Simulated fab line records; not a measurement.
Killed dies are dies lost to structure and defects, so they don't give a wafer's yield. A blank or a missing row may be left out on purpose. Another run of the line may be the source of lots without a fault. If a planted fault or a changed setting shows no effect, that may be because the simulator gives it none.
Problem report in the 8D (eight disciplines) form, filled by code    flow berkeley_cmos170    the parts of the form that need people (team, actions taken, sign-off) are left out

1. THE ISSUE
Wafers without a fault read 12.001 mTorr, standard deviation 0.0094; chamber_pressure_mTorr at UCB170_M2_METAL_ETCH_18 reads a mean of 9.598 mTorr on 6 wafers belonging to 2 lots. So: -99 or more standard deviations from the usual mean.
The step: etches Al in Cl2/BCl3, stops on SiO2, target depth 1170 nm, time 195 s.
First observed at day 11 22:55: wafer L705.1, on rie_metal-04. The record has a number at this step for 42 wafers belonging to 14 lots. By rule, "out" or "out of limits" means more than 4 standard deviations away from the usual mean. The other wafers with a number count as sound.

2. WHAT IT IS AND WHAT IT IS NOT
question                     is                      is not
which readings at this step  chamber_pressure_mTorr  drypump_motor_current_A, oes_product_au, throttle_valve_pct
which lots                   L705, L706              L687, L691, L692, L693, L694, L695, L696, L697, L699, L708, L709, L710
which wafers of those lots   all that have a number  -
read on which tools          rie_metal-04            rie_metal-01, rie_metal-02
when                         from day 11 22:55       up to then (27 sound wafers); but 9 sound wafers of L708, L709, L710 came after

3. THE SUSPECTS, EACH WITH WHAT RULES IT OUT
Counting: any tool at a process step up to the reading is kept as a suspect provided that every lot that is out went through it and no sound lot did after the first of them.
- rie_metal-04 at UCB170_M2_METAL_ETCH_18 (etches Al in Cl2/BCl3, stops on SiO2, target depth 1170 nm, time 195 s): kept. Every lot that is out went through it, starting with L705 (day 11 22:55), and after that it ran no sound lot; the last sound lot it ran before then is L699 (day 10 07:34). Its own chamber_pressure_mTorr readings are out on those wafers.
Remaining after the count: rie_metal-04 at UCB170_M2_METAL_ETCH_18.

4. THE CAUSE (what the simulator had put in)
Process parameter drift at UCB170_M2_METAL_ETCH_18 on rie_metal-04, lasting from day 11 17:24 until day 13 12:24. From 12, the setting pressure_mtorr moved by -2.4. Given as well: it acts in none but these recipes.
Only this tool survived the counting.

5. THE EFFECT CHAIN, in route order
Rows list readings where the struck wafers' mean (over those with a number) sits beyond 3 standard deviations from the usual. Only readings for which the record gives a usual standard deviation are gone through. hours: the time from each lot's start at the first step in this table that gives one to its start at this step, as a median over the lots. sigmas: the change in usual standard deviations.
hours  step                     reading                 usual         on struck wafers  change  sigmas
0      UCB170_M2_METAL_ETCH_18  chamber_pressure_mTorr  12.001 mTorr  9.598             -2.403  -99 or more
The process steps in it:
- UCB170_M2_METAL_ETCH_18: etches Al in Cl2/BCl3, stops on SiO2, target depth 1170 nm, time 195 s.

6. HOW IT WOULD HAVE BEEN CAUGHT EARLIER
The fault began at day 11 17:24; the first out-of-limits reading in this record came at day 11 22:55, 6 hours later.
